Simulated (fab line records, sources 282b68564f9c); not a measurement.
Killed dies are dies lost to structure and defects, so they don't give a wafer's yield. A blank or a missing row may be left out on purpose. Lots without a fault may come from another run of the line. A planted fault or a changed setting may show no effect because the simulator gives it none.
fab line records | flow rit_cmos
record lots=5 wafers=15 last_day=7
route steps=202 shown M1@184
lots that met no fault: from a run of the same line without faults
start_h: hours from the record's first day to the start of the lot's first wafer shown | wait_h: hours since the lot's step before | " the same as in the row above | L1.1+2: a row that stands for several wafers | - no value, or no start given | * or withheld: withheld | < > ~ a bound
route shown NAME@n: a module of which the file shows steps, and the number in the route of the first | usual: mean/standard deviation of fault-free wafers | same: alike in all rows | chamber/n: place in a boat | sites: the reading at each site | _std_site: their standard deviation | _edge_site: outer sites' mean less inner sites' | radius_mm: how far each site lies from the wafer's centre | mask NAME#n: copy n | behind: the tool/chamber that last shaped the wafer | hold: why the lot was held/for how many hours/how that ended | device: the transistor (n, p or np) that didn't switch | end of line: the same wafers' tests at the end of the route | a step without rows: its recipe alone | killed: dies lost to structure and defects at the first sort, not the wafer's yield | map: a wafer's dies, x killed, . not, _ none there
set.NAME: the setting as run; set.NAME@STEP: as run at that earlier step | model.NAME: the simulator's own value behind a step, which no gauge read
lots at some steps of the route; a table a step, a row a wafer
services: from which hour (start_h, from the record's first day; less than 0 if before it) a tool's chamber was out of use, for how many hours, and why
## steps
# step RIT_M1_SPUTTER_00
# recipe material=Al target_thk_nm=400 power_w=2000 chamber_pressure_pa=0.4 gas=Ar time_s=500 substrate_temp_c=25
# usual throttle_valve_pct=30.2/0.99
# same time_s=500
# columns lot.wafer tool chamber start_h wait_h throttle_valve_pct
L839.1 pvd_sputter-01 - 80.58 0.0 29.3
L839.4 " - " " 31.1
L839.6 " - " " 30.9
L841.2 pvd_sputter-04 - 88.52 0.0 31.0
L841.4 " - " " 30.4
L841.6 " - " " 30.7
L848.2 pvd_sputter-02 - 119.13 0.0 29.3
L848.5 " - " " 31.2
L848.6 " - " " 31.5
L854.1 pvd_sputter-02 - 154.77 0.0 31.3
L854.2 " - " " 29.4
L854.6 " - " " 31.3
L858.1 pvd_sputter-02 - 170.67 0.0 29.5
L858.2 " - " " 31.4
L858.6 " - " " 31.3
# step RIT_M1_RS_MEAS_01
# recipe thk_meas_gauge=four-point-probe reads=Al_of_M1_SPUTTER_00
# usual M1_AL_RS=0.0732/0.00068
# columns lot.wafer tool chamber start_h wait_h M1_AL_RS[ohm/sq]
L839.1 film_metro-02 - 80.87 0.1 0.0741
L839.4 " - " " 0.0736
L839.6 " - " " 0.0745
L841.2 film_metro-01 - 88.83 0.2 0.0737
L841.4 " - " " 0.0732
L841.6 " - " " 0.0733
L848.2 film_metro-02 - 119.45 0.2 0.0738
L848.5 " - " " 0.0734
L848.6 " - " " 0.0734
L854.1 film_metro-04 - 155.06 0.1 0.0727
L854.2 " - " " 0.0737
L854.6 " - " " 0.0726
L858.1 film_metro-04 - 170.97 0.1 0.0738
L858.2 " - " " 0.0729
L858.6 " - " " 0.0734
# step RIT_M1_THK_MEAS_02
# recipe thk_meas_gauge=xrf reads=Al_of_M1_SPUTTER_00
# usual M1_AL_THK=402/3.9
# columns lot.wafer tool chamber start_h wait_h M1_AL_THK[nm]
L839.1 film_metro-02 - 80.99 0.1 397
L839.4 " - " " 400
L839.6 " - " " 396
L841.2 film_metro-01 - 88.94 0.1 399
L841.4 " - " " 403
L841.6 " - " " 400
L848.2 film_metro-02 - 119.56 0.1 399
L848.5 " - " " 401
L848.6 " - " " 400
L854.1 film_metro-04 - 155.18 0.1 406
L854.2 " - " " 402
L854.6 " - " " 406
L858.1 film_metro-04 - 171.09 0.1 397
L858.2 " - " " 402
L858.6 " - " " 400
# step RIT_M1_HMDS_03
# recipe prime_time_s=60 prime_temp_c=140
# step RIT_M1_COAT_04
# recipe resist=NOVOLAK spin_rpm=2000 resist_thk_nm=1300
# step RIT_M1_SOFTBAKE_05
# recipe resist=NOVOLAK temp_c=90 time_s=60
# step RIT_M1_EXPOSE_06
# recipe mask_id=M12 na=0.6 source_shape=conventional sigma_outer=0.5 target_cd_nm=2600 dose_mj=250
# step RIT_M1_PEB_07
# recipe resist=NOVOLAK temp_c=withheld time_s=withheld
# step RIT_M1_DEVELOP_08
# recipe resist=NOVOLAK develop_time_s=68 dev_temp_c=23
# step RIT_M1_CD_MEAS_09
# recipe target_cd_nm=2600
# usual cd_nm=2600.1/2.9
# columns lot.wafer tool chamber start_h wait_h cd_nm
L839.1 cd_sem-02 - 82.06 - 2596.6
L839.4 " - " " 2598.3
L839.6 " - " " 2597.7
L841.2 cd_sem-02 - 90.06 - 2597.5
L841.4 " - " " 2597.5
L841.6 " - " " 2597.6
L848.2 cd_sem-02 - 120.63 - 2603.0
L848.5 " - " " 2605.8
L848.6 " - " " 2603.0
L854.1 cd_sem-02 - 156.29 - 2598.1
L854.2 " - " " 2598.4
L854.6 " - " " 2597.4
L858.1 cd_sem-01 - 172.03 - 2600.9
L858.2 " - " " 2601.7
L858.6 " - " " 2599.6
# step RIT_M1_OVL_MEAS_10
# usual M1_OVL=-0.7/1.8
# columns lot.wafer tool chamber start_h wait_h M1_OVL[nm]
L839.1 overlay-02 - 82.18 0.1 0.7
L839.4 " - " " 0.6
L839.6 " - " " -0.2
L841.2 overlay-01 - 90.17 0.1 -0.8
L841.4 " - " " -0.8
L841.6 " - " " 0.5
L848.2 overlay-02 - 120.74 0.1 0.2
L848.5 " - " " 1.9
L848.6 " - " " 1.9
L854.1 overlay-01 - 156.41 0.1 1.7
L854.2 " - " " 2.7
L854.6 " - " " 2.4
L858.1 overlay-01 - 172.15 0.1 0.1
L858.2 " - " " 0.6
L858.6 " - " " 1.5
# step RIT_M1_HARDBAKE_11
# recipe resist=NOVOLAK temp_c=140 time_s=120
# step RIT_M1_METAL_ETCH_12
# recipe stop_on=SiO2 chemistry=Cl2/BCl3 target=Al time_s=165 over_etch_frac=0.5 pressure_mtorr=100 target_depth_a=6000 rf_w=250 Cl2_flow_sccm=60 bcl3_flow_sccm=50
# usual chamber_pressure_mTorr=100.00/0.091 drypump_motor_current_A=6.1/0.44 oes_product_au=0.779/0.011 throttle_valve_pct=8.23/0.12
# columns lot.wafer tool chamber start_h wait_h chamber_pressure_mTorr drypump_motor_current_A oes_product_au rf_hours_counter_h throttle_valve_pct model.NOVOLAK_of_M1_COAT_04.thk_nm
L839.1 rie_metal-02 1 82.46 0.2 99.95 5.9 0.772 4 8.26 817.3
L839.4 " 1 " " 99.94 5.9 0.790 - 8.27 810.5
L839.6 " 1 " " 99.96 5.9 0.771 - 8.26 811.7
L841.2 rie_metal-04 0 90.45 0.2 99.81 6.8 0.776 3 8.09 803.2
L841.4 " 0 " " 99.89 6.8 0.759 - 8.09 806.3
L841.6 " 0 " " 100.10 6.8 0.764 - 8.10 806.9
L848.2 rie_metal-02 1 121.02 0.2 99.93 5.9 0.730 4 8.27 776.6
L848.5 " 1 " " 100.01 5.9 0.732 - 8.29 778.7
L848.6 " 0 " " 100.05 5.9 0.772 - 8.16 807.9
L854.1 rie_metal-01 1 156.69 0.2 100.15 6.6 0.802 0 8.11 797.9
L854.2 " 0 " " 99.99 5.6 0.778 0 8.48 804.8
L854.6 " 0 " " 99.90 5.5 0.779 - 8.47 806.1
L858.1 rie_metal-04 1 172.48 0.2 99.98 5.7 0.786 4 8.31 806.1
L858.2 " 0 " " 99.94 6.8 0.766 4 8.10 802.4
L858.6 " 0 " " 100.06 6.8 0.754 - 8.08 800.6
# step RIT_M1_STRIP_13
# recipe chemistry=nmp resist=NOVOLAK temp_c=80 time_s=600 dry=n2_spin
# step RIT_M1_PROBE_99
# usual defect_limited_yield=97.5/1.1 killed_at_M0_to_M3=0.0/0.14 killed_at_front_end=6.5/2.8 killed_dies=6.6/2.8 killed_open=3.5/2 killed_short=3.2/1.8 sort_bin_3_pad_short=0.1/0.26 sort_bin_5_function=1.5/0.72 sort_bin_6_memory=0.9/0.67 sort_n_pass=257.4/2.8 sort_yield_pct=97.5/1.1
# same gross_dies=264 killed_at_M4_up=0 killed_at_back_side=0 killed_at_contacts=0 killed_at_other=0
# columns lot.wafer tool chamber start_h wait_h defect_limited_yield[%] killed_at_M0_to_M3 killed_at_front_end killed_dies killed_open killed_short sort_bin_3_pad_short[%] sort_bin_5_function[%] sort_bin_6_memory[%] sort_n_pass sort_yield_pct[%]
L839.1 prober-02 - 84.71 0.1 95.8 0 11 11 3 8 0 2.3 1.9 253.0 95.8
L839.4 prober-02 - 84.86 0.2 97.0 0 8 8 2 6 0.4 1.9 0.8 256.0 97.0
L839.6 prober-02 - 84.96 0.2 97.0 0 8 8 2 6 0 1.5 1.5 256.0 97.0
L841.2 prober-01 - 92.75 0.1 98.1 0 5 5 2 3 0 1.9 0 259.0 98.1
L841.4 prober-01 - 92.85 0.2 97.0 0 8 8 7 1 0 3.0 0 256.0 97.0
L841.6 prober-01 - 92.95 0.2 97.3 0 7 7 5 2 0 1.5 1.1 257.0 97.3
L848.2 prober-02 - 123.32 0.1 96.6 0 9 9 5 4 0 2.3 1.1 255.0 96.6
L848.5 prober-02 - 123.47 0.2 97.7 0 6 6 3 3 0 0.4 1.9 258.0 97.7
L848.6 prober-02 - 123.52 0.2 95.5 0 12 12 6 6 0 3.0 1.5 252.0 95.5
L854.1 prober-01 - 158.96 0.1 97.7 1 5 6 2 4 0.8 0.4 1.1 258.0 97.7
L854.2 prober-01 - 159.01 0.1 97.7 0 6 6 4 2 0.4 1.1 0.8 258.0 97.7
L854.6 prober-01 - 159.21 0.2 97.7 0 6 6 2 4 0.4 1.1 0.8 258.0 97.7
L858.1 prober-01 - 174.73 0.1 97.7 0 6 6 4 2 0.4 1.1 0.8 258.0 97.7
L858.2 prober-01 - 174.78 0.1 96.2 0 10 10 4 6 0 2.3 1.5 254.0 96.2
L858.6 prober-01 - 174.98 0.2 97.7 0 6 6 2 4 0 1.5 0.8 258.0 97.7
# killed by level:class
L839.1 SPACER:geometric_particle:short=3 GATE:geometric_particle:short=2 REOX:geometric_particle:open=2 FOX1:geometric_particle:short=1 FOX2:geometric_particle:short=1 REOX:geometric_particle:short=1 SPACER:geometric_particle:open=1
L839.4 SPACER:geometric_particle:short=3 FOX1:geometric_particle:short=1 FOX1:geometric_particle:open=1 REOX:geometric_particle:short=1 SPACER:geometric_particle:open=1 SILICIDE:geometric_particle:short=1
L839.6 FOX1:geometric_particle:short=2 SILICIDE:geometric_particle:short=2 GATE:geometric_particle:short=1 REOX:geometric_particle:short=1 SPACER:geometric_particle:open=1 SILICIDE:geometric_particle:open=1
L841.2 REOX:geometric_particle:open=2 FOX1:geometric_particle:short=1 GATE:geometric_particle:short=1 SILICIDE:geometric_particle:short=1
L841.4 GATE:geometric_particle:open=3 SPACER:geometric_particle:open=2 FOX1:geometric_particle:open=1 FOX2:geometric_particle:open=1 SPACER:geometric_particle:short=1
L841.6 GATE:geometric_particle:open=2 ACTIVE:geometric_particle:open=1 FOX1:geometric_particle:open=1 GATE:geometric_particle:short=1 REOX:geometric_particle:open=1 SILICIDE:geometric_particle:short=1
L848.2 FOX2:geometric_particle:short=3 FOX2:geometric_particle:open=1 GATE:geometric_particle:open=1 REOX:geometric_particle:open=1 REOX:geometric_particle:short=1 SPACER:geometric_particle:open=1 SILICIDE:geometric_particle:open=1
L848.5 SPACER:geometric_particle:open=3 GATE:geometric_particle:short=1 REOX:geometric_particle:short=1 SPACER:geometric_particle:short=1
L848.6 SILICIDE:geometric_particle:open=5 SILICIDE:geometric_particle:short=3 FOX1:geometric_particle:short=1 FOX2:geometric_particle:short=1 GATE:geometric_particle:short=1 SPACER:geometric_particle:open=1
L854.1 GATE:geometric_particle:short=2 GATE:geometric_particle:open=1 REOX:geometric_particle:short=1 REOX:geometric_particle:open=1 M1:geometric_particle:short=1
L854.2 SPACER:geometric_particle:open=3 SILICIDE:geometric_particle:short=2 FOX1:geometric_particle:open=1
L854.6 GATE:geometric_particle:open=2 REOX:geometric_particle:short=2 SILICIDE:geometric_particle:short=2
L858.1 FOX1:geometric_particle:open=1 FOX2:geometric_particle:open=1 GATE:geometric_particle:short=1 GATE:geometric_particle:open=1 REOX:geometric_particle:open=1 SPACER:geometric_particle:short=1
L858.2 GATE:geometric_particle:open=3 FOX1:geometric_particle:short=2 GATE:geometric_particle:short=2 FOX2:geometric_particle:short=1 REOX:geometric_particle:short=1 SPACER:geometric_particle:open=1
L858.6 GATE:geometric_particle:short=3 FOX2:geometric_particle:open=2 SILICIDE:geometric_particle:short=1
## services
# columns tool chamber start_h hours kind
pvd_sputter-04 - 68.71 3.1 repair
rie_metal-04 - 92.72 0.5 repair
pvd_sputter-01 - 93.47 4.7 repair
pvd_sputter-02 - 107.52 1.8 repair
rie_metal-02 0 127.95 6.3 repair
rie_metal-01 - 136.12 20.0 pm
rie_metal-01 0 136.12 20.0 vent_cycle
rie_metal-01 1 136.12 20.0 vent_cycle
pvd_sputter-01 - 147.13 0.9 repair
rie_metal-01 0 156.12 - clean
rie_metal-01 1 156.12 - clean
## key
first_sign step=RIT_M1_METAL_ETCH_12 reading=oes_product_au direction=down sigmas=4.2 usual=0.779 struck=0.731
effect none on later readings
model_effect step=RIT_M1_METAL_ETCH_12 value=NOVOLAK_of_M1_COAT_04.thk_nm without=817.3 struck=777.7
met_at RIT_M1_METAL_ETCH_12
struck_wafers L848.2,L848.5
onset_between 82.46 121.02
fault kind=process_parameter_drift tool=rie_metal-02 chamber=1 onset_h=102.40 steps=RIT_M1_METAL_ETCH_12 channel=target_depth_a offset=729.32 shape=step end_h=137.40 stated=6000
